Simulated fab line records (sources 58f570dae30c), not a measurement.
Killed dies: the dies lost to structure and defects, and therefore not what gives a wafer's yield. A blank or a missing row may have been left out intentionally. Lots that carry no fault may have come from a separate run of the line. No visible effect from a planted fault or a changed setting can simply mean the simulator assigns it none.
Problem report in the 8D (eight disciplines) form, filled by code | flow berkeley-cmos170 | the parts of the form that need people (team, actions taken, sign-off) are left out

1. THE ISSUE
Mean NLDD_TW at UCB170_NLDD_TW_MEAS_11: 2138 over 6 wafers in 2 lots; fault-free wafers: 2205, standard deviation 10. Relative to the usual mean, that is a shift of -6.8 standard deviations.
Earliest sighting: wafer L362.1 on film-metro-01 at day 8 08:57. Wafers with a number at this step in the record: 42, from 14 lots. By rule, "out" or "out of limits" means more than 4 standard deviations away from the usual mean. All remaining wafers that have a number are taken as sound.

2. WHAT IT IS, WHAT IT ISN'T
question                    | is                     | is not
which readings at this step | NLDD_TW                | -
which lots                  | L362, L364             | L354, L355, L356, L357, L359, L360, L361, L363, L371, L373, L375, L376
which wafers of those lots  | all that have a number | -
read on which gauges        | film-metro-01          | film-metro-03, film-metro-04
when                        | from day 8 08:57       | up to then (24 sound wafers); but 12 sound wafers of L371, L373, L375, L376 came after

3. WHAT RULES OUT EACH SUSPECT
Counting: any tool at a process step up to the reading is kept as a suspect provided that every lot that is out went through it and no sound lot did after the first of them.
- ruled out: the gauge at UCB170_NLDD_TW_MEAS_11. All the wafers that are out were read on film-metro-01, but those of them that UCB170_NLDD_IMPLANT_09 has rows for are out there too, on other tools.
- implanter-04 at UCB170_NLDD_IMPLANT_09: ruled out as a lasting fault. The sound lots L373, L375 went through it after L362, its earliest lot that is out (day 8 08:42).
Left after counting: nothing in the record.

4. THE CAUSE (what the simulator had put in)
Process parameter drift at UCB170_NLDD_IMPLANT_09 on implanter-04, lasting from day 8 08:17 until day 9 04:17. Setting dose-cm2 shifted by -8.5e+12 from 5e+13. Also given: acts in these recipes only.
Counting ruled it out, wrongly: the rule takes a fault to strike every lot that its tool runs from its start on, and this one did not.

5. THE CHAIN OF EFFECTS, in route order
Each row: a reading whose mean over the struck wafers that have a number lies more than 3 standard deviations from the usual. Only readings whose record carries a usual standard deviation are examined. hours: median over the lots of the time between each lot's start at the first step of this table that gives one and its start at this step. sigmas: the change, counted in usual standard deviations.
hours | step                       | reading            | usual        | on struck wafers | change     | sigmas
0     | UCB170_NLDD_IMPLANT_09     | dose-ions-cm2      | 4.999e+13    | 4.152e+13        | -8.465e+12 | -99 or more
0     | UCB170_NLDD_IMPLANT_09     | faraday-current-uA | 159          | 133              | -26        | -8.4
0     | UCB170_NLDD_TW_MEAS_11     | NLDD_TW            | 2205         | 2138             | -68        | -6.8
13    | UCB170_SDANNEAL_RS_MEAS_05 | NLDD_RS            | 616.2 ohm/sq | 653.8            | +37.6      | +29
The process steps in it:
- UCB170_NLDD_IMPLANT_09

6. WHAT WOULD HAVE CAUGHT IT SOONER
In this record the first reading out of limits at a measuring or inspecting step was taken at day 8 08:57, 1 hour after the fault began at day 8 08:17.
At UCB170_NLDD_IMPLANT_09, the tool's own readings (dose-ions-cm2, faraday-current-uA) were out on each struck wafer the step has a row for, so an alarm limit on them would have fired on the first such wafer.
